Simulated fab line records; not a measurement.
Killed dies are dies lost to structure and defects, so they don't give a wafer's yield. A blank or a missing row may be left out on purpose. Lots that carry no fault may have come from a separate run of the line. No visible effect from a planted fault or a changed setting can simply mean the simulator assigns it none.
Which tool is to blame? / flow berkeley_cmos170 / 33 wafers from 11 lots sampled at 2 of the route's 331 steps

== WHAT THE GAUGES SHOWED, per wafer ==
UCB170_FIELD_THK_MEAS_02.
lot=L840; measured=day 4 20:51; on=film_metro-02; FIELD_OXIDE_THK (nm)=538 538 534
lot=L841; measured=day 5 05:32; on=film_metro-02; FIELD_OXIDE_THK (nm)=549 558 562
lot=L842; measured=day 5 05:31; on=film_metro-04; FIELD_OXIDE_THK (nm)=560 571 563
lot=L843; measured=day 5 21:28; on=film_metro-03; FIELD_OXIDE_THK (nm)=556 564 562
lot=L844; measured=day 5 21:23; on=film_metro-02; FIELD_OXIDE_THK (nm)=538 542 539
lot=L845; measured=day 5 21:20; on=film_metro-02; FIELD_OXIDE_THK (nm)=560 547 544
lot=L846; measured=day 5 21:22; on=film_metro-03; FIELD_OXIDE_THK (nm)=550 549 558
lot=L849; measured=day 6 12:47; on=film_metro-04; FIELD_OXIDE_THK (nm)=553 549 553
lot=L850; measured=day 7 01:25; on=film_metro-03; FIELD_OXIDE_THK (nm)=662 661 673
lot=L854; measured=day 8 00:19; on=film_metro-02; FIELD_OXIDE_THK (nm)=663 652 660
lot=L855; measured=day 8 00:17; on=film_metro-03; FIELD_OXIDE_THK (nm)=663 667 669

== WHAT TOOL EACH LOT RAN ON (gives the tool, then ch and the chambers of the sampled wafers, and finally the start) ==
lot=L840; UCB170_FIELD_OXIDATION_01=furnace-04 ch 0, day 4 17:46
lot=L841; UCB170_FIELD_OXIDATION_01=furnace-02 ch 0, day 5 02:31
lot=L842; UCB170_FIELD_OXIDATION_01=furnace-02 ch 0, day 5 02:31
lot=L843; UCB170_FIELD_OXIDATION_01=furnace-04 ch 0, day 5 18:20
lot=L844; UCB170_FIELD_OXIDATION_01=furnace-04 ch 0, day 5 18:20
lot=L845; UCB170_FIELD_OXIDATION_01=furnace-04 ch 0, day 5 18:20
lot=L846; UCB170_FIELD_OXIDATION_01=furnace-04 ch 0, day 5 18:20
lot=L849; UCB170_FIELD_OXIDATION_01=furnace-04 ch 0, day 6 09:47
lot=L850; UCB170_FIELD_OXIDATION_01=furnace-04 ch 0, day 6 22:24
lot=L854; UCB170_FIELD_OXIDATION_01=furnace-04 ch 0, day 7 21:17
lot=L855; UCB170_FIELD_OXIDATION_01=furnace-04 ch 0, day 7 21:17
- UCB170_FIELD_OXIDATION_01: target thk 558.3 nm, ox time 7200 s.

== THE ANSWER, worked out from the rows above alone ==
Rule: the usual values come from the lots themselves. Put in order of their means at a reading, lots are off if they are a third of the lots or fewer, leave a main group of 4 or more, and stand apart from it by a gap of 3 or more times the standard deviation of the main group's means; of several such gaps the widest counts. Not used: any main group whose means are identical at the precision the tables above print for the reading. A lot without any number at a reading at which 4 lots or more have one is off too. Any other lot the step has rows for is counted as sound.
Off: L850, L854, L855, seen at UCB170_FIELD_THK_MEAS_02 (FIELD_OXIDE_THK). The main group: mean 552 nm, standard deviation 9.
If a tool, at a process step before that reading, ran all the lots that are off and no sound lot after the first of them, it fits. The gauges at UCB170_FIELD_THK_MEAS_02 are tried like those tools. One candidate fits, namely furnace-04 at UCB170_FIELD_OXIDATION_01. A fault onset in the window from L849 (day 6 09:47, its last sound lot) to L850 (day 6 22:24, its first lot off) fits.

== WHAT THE SIMULATOR HAD PUT IN ==
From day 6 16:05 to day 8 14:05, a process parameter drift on furnace-04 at UCB170_FIELD_OXIDATION_01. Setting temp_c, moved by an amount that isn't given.
Lots struck among those shown: L850, L855, L854. The rule above reached the same finding.
